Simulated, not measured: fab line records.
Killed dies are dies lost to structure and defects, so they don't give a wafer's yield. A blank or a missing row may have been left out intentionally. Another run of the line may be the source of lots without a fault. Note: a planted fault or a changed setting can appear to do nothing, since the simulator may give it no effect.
A lot that was struck, set against a sound lot | flow berkeleyCmos170 | 14 out of 331 route steps
Sound: wafers L859.1, L859.2, L859.5. Wafers struck: L877.3, L877.4, L877.5. The cause comes at the end.
For every step that has rows: the tool of each side, followed by ch and its chambers, followed by its first start. Under that, the readings that differ: sound wafers | struck wafers | difference of the means | sigmas: that difference in standard deviations of wafers without a fault.
alike: a reading whose means differ by less than 2 such deviations, as well as words and numbers matching on both sides. not compared: withheld readings; readings where some wafer has no value; bounds like >300 that might hide an equal value; numbers whose values overlap and for which the record gives no deviation.
A row with sigmas, a row that says differs or no value, or rows on one side alone: a step with any of these is where the two part. Numbers that have no deviation but don't overlap get no sigmas and don't part them. A reading missing from all wafers of one side parts the sides only when that side holds two or more wafers.

UCB170_M2_STRIP_19: strips in O2.
  sound on plasmaAsher-02 ch 0,1, day 7 14:12; struck on plasmaAsher-02 ch 0,1, day 11 03:28
  alike: drypumpMotorCurrentA, oesProductAu
  not compared: rfHoursCounterH
UCB170_M2_CD_MEAS_90: the cd target is 700 nm.
  sound on cdSem-01 at day 7 14:18; struck on cdSem-01 at day 11 03:35
reading   | sound       | struck      | difference | sigmas
cdNm (nm) | 697 696 695 | 705 705 703 | +8         | +2
UCB170_V2_CVD_00: deposits SiO2 from TEOS/O2, target thk 2000 nm, time 250 s.
  sound on pecvd-04 ch 0,1, day 7 14:25; struck on pecvd-04 ch 1,2, day 11 03:40
  alike: heaterPowerW
UCB170_V2_THK_MEAS_01:
  sound on filmMetro-01 at day 7 14:37; struck on filmMetro-02 at day 11 03:50
  alike: V2_TEOS_THK
UCB170_V2_CMP_02: polishes SiO2.
  sound on cmp-01 ch 1,2,3, day 7 14:43; struck on cmp-01 ch 1,2,3, day 11 03:55
  alike: edgeZonePressureFrac, headPressurePsi, motorCurrentA
UCB170_V2_BOW_MEAS_03:
  sound on filmMetro-02 at day 7 14:58; struck on filmMetro-04 at day 11 04:13
  alike: V2_BOW
UCB170_V2_THK_MEAS_04:
  sound on filmMetro-02 at day 7 15:05; struck on filmMetro-04 at day 11 04:19
  alike: V2_POLISHED_THK
then, 5 steps without rows for these wafers: UCB170_V2_CLEAN_05 (cleans in DIW); UCB170_V2_HMDS_06 (prime time 60 s); UCB170_V2_COAT_07 (resist thk 900 nm); UCB170_V2_SOFTBAKE_08 (time 60 s); UCB170_V2_EXPOSE_09 (exposes mask VIA2, target cd 700 nm).
UCB170_V2_PEB_10:
  struck on lithoTrack-01, day 11 05:40; sound on lithoTrack-04 ch 0, day 7 16:38
  no value came back on the struck wafers for chillPlateTempC (C), exhaustPa (Pa); on the sound wafers chillPlateTempC (C) reads 23.04 23.14 23.11
then, 1 step without rows for these wafers: UCB170_V2_DEVELOP_11 (develop time 45 s).

WHERE THEY PART
At UCB170_M2_CD_MEAS_90 first; at UCB170_V2_PEB_10 last (within this record only).

WHY: what the simulator had put in
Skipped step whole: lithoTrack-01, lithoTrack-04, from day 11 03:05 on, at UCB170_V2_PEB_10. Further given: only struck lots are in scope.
